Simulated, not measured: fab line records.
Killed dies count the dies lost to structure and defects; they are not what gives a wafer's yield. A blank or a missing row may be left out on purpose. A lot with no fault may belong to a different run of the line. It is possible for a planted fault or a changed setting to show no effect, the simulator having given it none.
fab line records	flow rit_cmos
record lots=6	wafers=16	last_day=8
route steps=202 shown SILICIDE@167 CONTACT@168 M1@202
lots with no fault: from the same line, run without faults
start_h: hours from the record's first day to the start of the lot's first wafer shown	wait_h: hours since the lot's step before	" same as the row above	L1.1+2: several wafers, shown together as one row	- either no value or no given start	* or withheld: withheld	< > ~ a bound
route shown NAME@n: a module of which the file shows steps, and the number in the route of the first	usual: average and standard deviation across the fault-free wafers	same: alike in all rows	chamber/n: place in a boat	sites: each site's reading	_std_site: their standard deviation	_edge_site: the outer-site mean with the inner-site mean subtracted	radius_mm: how far each site lies from the wafer's centre	mask NAME#n: copy n	behind: the most recent tool/chamber to have shaped the wafer	hold: reason for holding the lot/hours on hold/outcome of the hold	device: the transistor (n, p or np) that didn't switch	end of line: the tests these same wafers got at the end of their route	where a step has no rows: the recipe by itself	killed: dies lost to structure and defects at the first sort, not the wafer's yield	map: a wafer's dies, marking killed ones x, the rest . and places with no die _
set.NAME: the setting that was run; set.NAME@STEP: the one run at that earlier step	model.NAME: the simulator's own value behind a step, which no gauge read
certain route steps with their lots: each step a table, each wafer a row
services: when a tool's chamber went out of use (start_h, in hours from the record's first day, below 0 if earlier), for how many hours, and the reason
## steps
# step RIT_SILICIDE_RTA_06
# recipe temp_c=750	time_s=10	idle_temp_c=25	ramp_up_s=5	ramp_down_s=10	cool_to_c=25	ambient=N2
# usual wafer_temp_C_max=754.1/1
lot.wafer	tool	chamber	start_h	wait_h	wafer_temp_C_max
L430.1	rtp_anneal-01	0	77.89	0.0	755.0
L430.4	"	0	"	"	753.4
L430.6	"	0	"	"	753.9
L431.2	rtp_anneal-01	0	78.49	0.0	755.0
L431.3	"	0	"	"	755.2
L431.5	"	0	"	"	754.9
L441.1	rtp_anneal-01	0	129.33	0.0	754.9
L441.2	"	0	"	"	753.8
L441.4	"	0	"	"	754.3
L443.1	rtp_anneal-01	0	142.47	0.0	754.5
L445.1	rtp_anneal-01	0	152.43	0.0	754.7
L445.2	"	0	"	"	754.0
L445.6	"	0	"	"	754.1
L450.4	rtp_anneal-02	0	174.89	0.0	754.3
L450.5	"	0	"	"	753.5
L450.6	"	0	"	"	753.3
# step RIT_CONTACT_CVD_00
# recipe material=SiO2	target_thk_nm=400	precursor=TEOS	temp_c=390	time_s=61	rf_w=400
# usual heater_power_w=342/45
lot.wafer	tool	chamber	start_h	wait_h	heater_power_w
L430.1	pecvd-02	0	77.95	0.1	324
L430.4	"	1	"	"	289
L430.6	"	2	"	"	404
L431.2	pecvd-03	0	78.54	0.0	408
L431.3	"	1	"	"	382
L431.5	"	0	"	"	408
L441.1	pecvd-02	2	129.39	0.1	311
L441.2	"	0	"	"	330
L441.4	"	2	"	"	336
L443.1	pecvd-03	2	142.53	0.1	381
L445.1	pecvd-01	0	152.49	0.1	324
L445.2	"	2	"	"	382
L445.6	"	0	"	"	340
L450.4	pecvd-02	2	174.95	0.0	388
L450.5	"	0	"	"	309
L450.6	"	1	"	"	304
# step RIT_CONTACT_THK_MEAS_01
# recipe reads=SiO2_of_CONTACT_CVD_00
# usual CONTACT_TEOS_THK=398/4.8
lot.wafer	tool	chamber	start_h	wait_h	CONTACT_TEOS_THK[nm]
L430.1	film_metro-03	-	78.00	0.0	392
L430.4	"	-	"	"	401
L430.6	"	-	"	"	407
L431.2	film_metro-01	-	78.60	0.0	393
L431.3	"	-	"	"	398
L431.5	"	-	"	"	401
L441.1	film_metro-03	-	129.44	0.0	393
L441.2	"	-	"	"	390
L441.4	"	-	"	"	401
L443.1	film_metro-03	-	142.58	0.0	402
L445.1	film_metro-02	-	152.55	0.0	399
L445.2	"	-	"	"	405
L445.6	"	-	"	"	405
L450.4	film_metro-02	-	175.00	0.0	401
L450.5	"	-	"	"	395
L450.6	"	-	"	"	397
# step RIT_CONTACT_HMDS_02
# recipe prime_time_s=60	prime_temp_c=140
# step RIT_CONTACT_COAT_03
# recipe resist=NOVOLAK	spin_rpm=3250	resist_thk_nm=1000
# step RIT_CONTACT_SOFTBAKE_04
# recipe resist=NOVOLAK	temp_c=90	time_s=60
# step RIT_CONTACT_EXPOSE_05
# recipe mask_id=M11	na=0.6	source_shape=conventional	sigma_outer=0.5	target_cd_nm=1000	dose_mj=250
# step RIT_CONTACT_PEB_06
# recipe resist=NOVOLAK	temp_c=withheld	time_s=withheld
# step RIT_CONTACT_DEVELOP_07
# recipe resist=NOVOLAK	develop_time_s=120	dev_temp_c=23
# step RIT_CONTACT_CD_MEAS_08
# recipe target_cd_nm=1000
# usual cd_nm=999.4/2.1
lot.wafer	tool	chamber	start_h	wait_h	cd_nm
L430.1	cd_sem-02	-	79.21	-	1000.0
L430.4	"	-	"	"	1002.7
L430.6	"	-	"	"	1001.0
L431.2	cd_sem-01	-	79.64	-	993.3
L431.3	"	-	"	"	993.1
L431.5	"	-	"	"	994.9
L441.1	cd_sem-02	-	130.47	-	998.8
L441.2	"	-	"	"	996.7
L441.4	"	-	"	"	999.3
L443.1	cd_sem-02	-	143.67	-	999.7
L445.1	cd_sem-02	-	153.57	-	998.3
L445.2	"	-	"	"	999.9
L445.6	"	-	"	"	998.2
L450.4	cd_sem-02	-	176.06	-	1002.9
L450.5	"	-	"	"	1000.8
L450.6	"	-	"	"	1001.8
# step RIT_CONTACT_OVL_MEAS_09
# usual CONTACT_OVL=-0.3/1.6
lot.wafer	tool	chamber	start_h	wait_h	CONTACT_OVL[nm]
L430.1	overlay-01	-	79.33	0.1	-1.0
L430.4	"	-	"	"	0.5
L430.6	"	-	"	"	0.4
L431.2	overlay-01	-	79.75	0.1	-0.7
L431.3	"	-	"	"	1.4
L431.5	"	-	"	"	-3.3
L441.1	overlay-01	-	130.59	0.1	1.1
L441.2	"	-	"	"	2.7
L441.4	"	-	"	"	2.1
L443.1	overlay-01	-	143.79	0.1	-0.3
L445.1	overlay-01	-	153.69	0.1	-1.4
L445.2	"	-	"	"	-1.3
L445.6	"	-	"	"	-2.5
L450.4	overlay-01	-	176.14	0.1	2.5
L450.5	"	-	"	"	1.6
L450.6	"	-	"	"	2.1
# step RIT_CONTACT_HARDBAKE_10
# recipe resist=NOVOLAK	temp_c=140	time_s=60
# step RIT_CONTACT_ETCH_11
# recipe target_depth_a=4800	over_etch_frac=0.2	stop_on=TiSi2	chemistry=CHF3/CF4/Ar	target=SiO2	CHF3_flow_sccm=50	cf4_flow_sccm=10	Ar_flow_sccm=100	O2_flow_sccm=5	pressure_mtorr=100	rf_w=200	time_s=320
# usual CHF3_flow_sccm=50.01/0.14	drypump_motor_current_A=5.5/0.52	oes_product_au=0.981/0.017	over_etch_frac=0.2/0	throttle_valve_pct=8.87/0.1
lot.wafer	tool	chamber	start_h	wait_h	CHF3_flow_sccm	drypump_motor_current_A	oes_product_au	over_etch_frac	rf_hours_counter_h	throttle_valve_pct
L430.1	rie_diel-02	0	79.70	0.1	50.07	5.8	0.960	0.2	129	9.16
L430.4	"	1	"	"	50.20	6.0	0.962	0.2	14	8.87
L430.6	"	3	"	"	49.90	6.1	1.006	0.2	-	8.87
L431.2	rie_diel-01	1	79.93	0.1	50.36	5.6	0.982	0.2	115	8.88
L431.3	"	0	"	"	50.08	5.2	1.023	0.2	9	8.84
L431.5	"	3	"	"	49.91	5.1	0.975	0.2	-	8.83
L441.1	rie_diel-02	3	130.98	0.1	50.29	6.1	1.008	0.22249	41	8.89
L441.2	"	2	"	"	50.11	6.3	0.986	0.2	82	8.65
L441.4	"	1	"	"	50.00	6.0	0.973	0.2	15	8.89
L443.1	rie_diel-02	3	143.98	0.1	50.07	6.1	1.003	0.22249	41	8.90
L445.1	rie_diel-01	1	153.88	0.1	50.01	5.6	0.985	0.2	117	8.88
L445.2	"	2	"	"	49.91	4.8	0.970	0.2	48	8.90
L445.6	"	2	"	"	50.07	4.8	0.970	0.2	-	8.87
L450.4	rie_diel-01	3	176.31	0.1	50.02	5.1	0.976	0.2	6	8.82
L450.5	"	0	"	"	50.28	5.2	1.029	0.2	-	8.85
L450.6	"	1	"	"	49.83	5.5	0.978	0.2	-	8.88
# step RIT_CONTACT_STRIP_12
# recipe chemistry=O2	time_s=180	resist=NOVOLAK	platen_temp_c=withheld	power_w=500	pressure_mtorr=4000	o2_flow_sccm=4000
# usual drypump_motor_current_A=5.8/0.45
lot.wafer	tool	chamber	start_h	wait_h	drypump_motor_current_A	rf_hours_counter_h
L430.1	plasma_asher-02	0	79.90	0.1	6.1	41
L430.4	"	1	"	"	5.2	-
L430.6	"	1	"	"	5.2	-
L431.2	plasma_asher-03	1	80.12	0.1	6.4	43
L431.3	"	0	"	"	6.4	-
L431.5	"	0	"	"	6.4	-
L441.1	plasma_asher-01	0	131.17	0.1	5.4	33
L441.2	"	1	"	"	5.6	33
L441.4	"	0	"	"	5.4	-
L443.1	plasma_asher-02	1	144.17	0.1	5.3	48
L445.1	plasma_asher-01	1	154.07	0.1	5.6	36
L445.2	"	0	"	"	5.4	36
L445.6	"	1	"	"	5.6	-
L450.4	plasma_asher-02	1	176.56	0.2	5.2	-
L450.5	"	1	"	"	5.3	-
L450.6	"	0	"	"	6.1	-
# step RIT_M1_PROBE_99
# usual killed_at_M0_to_M3=0.0/0.14	killed_at_contacts=0.1/0.27	killed_at_front_end=6.5/2.8	killed_dies=6.6/2.8	killed_open=3.5/2	killed_short=3.2/1.8
# same gross_dies=264	killed_at_M4_up=0	killed_at_back_side=0	killed_at_other=0
lot.wafer	tool	chamber	start_h	wait_h	killed_at_M0_to_M3	killed_at_contacts	killed_at_front_end	killed_dies	killed_open	killed_short
L430.1	prober-02	-	84.71	0.1	0	0	11	11	3	8
L430.4	prober-02	-	84.86	0.2	0	0	8	8	2	6
L430.6	prober-02	-	84.96	0.2	0	0	8	8	2	6
L431.2	prober-02	-	86.26	0.1	0	0	7	7	5	2
L431.3	prober-02	-	86.31	0.2	0	1	4	5	3	2
L431.5	prober-02	-	86.41	0.2	0	0	4	4	2	2
L441.1	prober-02	-	136.01	0.1	0	0	6	6	4	2
L441.2	prober-02	-	136.06	0.1	0	0	3	3	2	1
L441.4	prober-02	-	136.16	0.2	0	0	7	7	4	3
L443.1	prober-01	-	149.16	0.1	0	0	6	6	2	4
L445.1	prober-01	-	158.96	0.1	1	0	5	6	2	4
L445.2	prober-01	-	159.01	0.1	0	0	6	6	4	2
L445.6	prober-01	-	159.21	0.2	0	0	6	6	2	4
L450.4	prober-02	-	181.54	0.2	0	0	8	8	5	3
L450.5	prober-02	-	181.59	0.2	0	1	4	5	2	3
L450.6	prober-02	-	181.64	0.2	0	0	6	6	5	1
# killed by level:class
L430.1 SPACER:geometric_particle:short=3 GATE:geometric_particle:short=2 REOX:geometric_particle:open=2 FOX1:geometric_particle:short=1 FOX2:geometric_particle:short=1 REOX:geometric_particle:short=1 SPACER:geometric_particle:open=1
L430.4 SPACER:geometric_particle:short=3 FOX1:geometric_particle:short=1 FOX1:geometric_particle:open=1 REOX:geometric_particle:short=1 SPACER:geometric_particle:open=1 SILICIDE:geometric_particle:short=1
L430.6 FOX1:geometric_particle:short=2 SILICIDE:geometric_particle:short=2 GATE:geometric_particle:short=1 REOX:geometric_particle:short=1 SPACER:geometric_particle:open=1 SILICIDE:geometric_particle:open=1
L431.2 SPACER:geometric_particle:open=3 GATE:geometric_particle:short=2 GATE:geometric_particle:open=1 SILICIDE:geometric_particle:open=1
L431.3 GATE:geometric_particle:short=1 REOX:geometric_particle:open=1 SPACER:geometric_particle:short=1 SILICIDE:geometric_particle:open=1 CONTACT:geometric_particle:open=1
L431.5 SILICIDE:geometric_particle:short=2 REOX:geometric_particle:open=1 SPACER:geometric_particle:open=1
L441.1 REOX:geometric_particle:open=2 FOX2:geometric_particle:short=1 GATE:geometric_particle:short=1 GATE:geometric_particle:open=1 SILICIDE:geometric_particle:open=1
L441.2 GATE:geometric_particle:open=2 SILICIDE:geometric_particle:short=1
L441.4 GATE:geometric_particle:open=2 FOX2:geometric_particle:open=1 GATE:geometric_particle:short=1 REOX:geometric_particle:open=1 SPACER:geometric_particle:short=1 SILICIDE:geometric_particle:short=1
L443.1 FOX1:geometric_particle:short=2 GATE:geometric_particle:open=2 GATE:geometric_particle:short=1 SPACER:geometric_particle:short=1
L445.1 GATE:geometric_particle:short=2 GATE:geometric_particle:open=1 REOX:geometric_particle:short=1 REOX:geometric_particle:open=1 M1:geometric_particle:short=1
L445.2 SPACER:geometric_particle:open=3 SILICIDE:geometric_particle:short=2 FOX1:geometric_particle:open=1
L445.6 GATE:geometric_particle:open=2 REOX:geometric_particle:short=2 SILICIDE:geometric_particle:short=2
L450.4 SPACER:geometric_particle:open=3 GATE:geometric_particle:short=2 GATE:geometric_particle:open=1 SPACER:geometric_particle:short=1 SILICIDE:geometric_particle:open=1
L450.5 GATE:geometric_particle:open=1 GATE:geometric_particle:short=1 REOX:geometric_particle:short=1 SPACER:geometric_particle:short=1 CONTACT:geometric_particle:open=1
L450.6 GATE:geometric_particle:open=3 SPACER:geometric_particle:open=1 SPACER:geometric_particle:short=1 SILICIDE:geometric_particle:open=1
## services
tool	chamber	start_h	hours	kind
pecvd-01	-	96.87	6.0	pm
plasma_asher-02	-	105.30	1.3	repair
plasma_asher-03	-	144.51	2.1	repair
rie_diel-02	-	149.50	0.5	repair
pecvd-03	-	172.80	0.7	repair
## key
first_sign step=RIT_CONTACT_ETCH_11	reading=over_etch_frac	direction=up	sigmas=99+	usual=0.2	struck=0.22249
effect none on later readings
met_at RIT_CONTACT_ETCH_11
struck_wafers L441.1,L443.1
tester_left_out L441,L443
onset_between 79.70 130.98
earlier_fault kind=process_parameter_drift	tool=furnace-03	chamber=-	onset_h=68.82	steps=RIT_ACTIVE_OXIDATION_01	channel=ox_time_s	offset=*	shape=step	end_h=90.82	acts_in=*	stated=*
fault kind=process_parameter_drift	tool=rie_diel-02	chamber=3	onset_h=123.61	steps=RIT_CONTACT_ETCH_11	channel=over_etch_frac	offset=0.022488	shape=step	end_h=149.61	acts_in=these_recipes_only	stated=0.2
# tester_left_out: of these lots the tester's yield and bins aren't shown, on N5 and GAA mostly nor the transistor test; their killed dies are dies lost to structure and defects alone, not to doping, threshold or leakage, so they don't give the yield
